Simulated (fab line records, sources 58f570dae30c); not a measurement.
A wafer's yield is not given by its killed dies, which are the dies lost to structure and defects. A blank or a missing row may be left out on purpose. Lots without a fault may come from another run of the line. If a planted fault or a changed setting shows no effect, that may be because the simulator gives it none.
Which of the tools did it? ; flow berkeleyCmos170 ; 45 wafers sampled from 15 lots at 1 step of a route of 331

== WHAT EACH GAUGE READ, for each wafer ==
UCB170_GATE_CD_MEAS_12: target cd 350 nm.
lot;measured;on;cdNm (nm)
L335;day 6 21:25;cdSem-01;349.3 349.9 350.9
L336;day 6 21:39;cdSem-02;351.2 352.5 352.5
L337;day 7 05:47;cdSem-01;350.4 349.2 349.8
L340;day 7 16:32;cdSem-01;350.4 350.3 349.9
L342;day 7 17:07;cdSem-02;350.7 349.6 349.7
L341;day 7 17:20;cdSem-01;350.3 350.1 350.0
L343;day 8 02:55;cdSem-01;349.4 349.3 349.0
L351;day 10 06:37;cdSem-01;347.1 347.5 347.3
L350;day 10 06:41;cdSem-01;348.5 349.7 350.7
L349;day 10 06:41;cdSem-02;351.4 351.5 351.2
L352;day 10 06:52;cdSem-01;349.1 348.8 348.4
L353;day 10 07:00;cdSem-01;349.9 349.8 349.1
L354;day 10 23:25;cdSem-02;350.1 351.4 351.7
L355;day 10 23:41;cdSem-02;351.7 352.1 350.3
L356;day 10 23:48;cdSem-02;351.3 350.5 352.9

== WHAT TOOL EACH LOT RAN ON (gives the tool, then ch and the chambers of the sampled wafers, and finally the start) ==
No process step before these readings appears in the record.

== AS READ BY THE TOOLS THEMSELVES (means over the sampled wafers that have a number; for cases with no such wafer, the mark the record gives instead) ==
The record holds no such reading with a usual standard deviation.

== THE ANSWER, worked out from the rows above alone ==
Rule: usual is defined by the lots themselves. The widest of any qualifying gaps counts: lots, ordered by their means at a reading, are off when they make up no more than a third of the lots, leave a main group of 4 or more, and stand apart from it by 3 or more times the standard deviation of that group's means. A main group is skipped when, at the precision printed for the reading in the tables above, its means are all equal. Also off: a lot with no number at a reading for which 4 or more lots have one. The other lots that the step has rows for count as sound. After the gauges, taken in route order, come the tools' own readings; for these a lot's mean is taken, as printed above. The first step at which some lot is off is used, and at that step the reading that is off furthest; a lot without a number counts as furthest.
Nothing can be told from this: no lot is off at any reading shown.

== WHAT HAD BEEN PUT IN BY THE SIMULATOR ==
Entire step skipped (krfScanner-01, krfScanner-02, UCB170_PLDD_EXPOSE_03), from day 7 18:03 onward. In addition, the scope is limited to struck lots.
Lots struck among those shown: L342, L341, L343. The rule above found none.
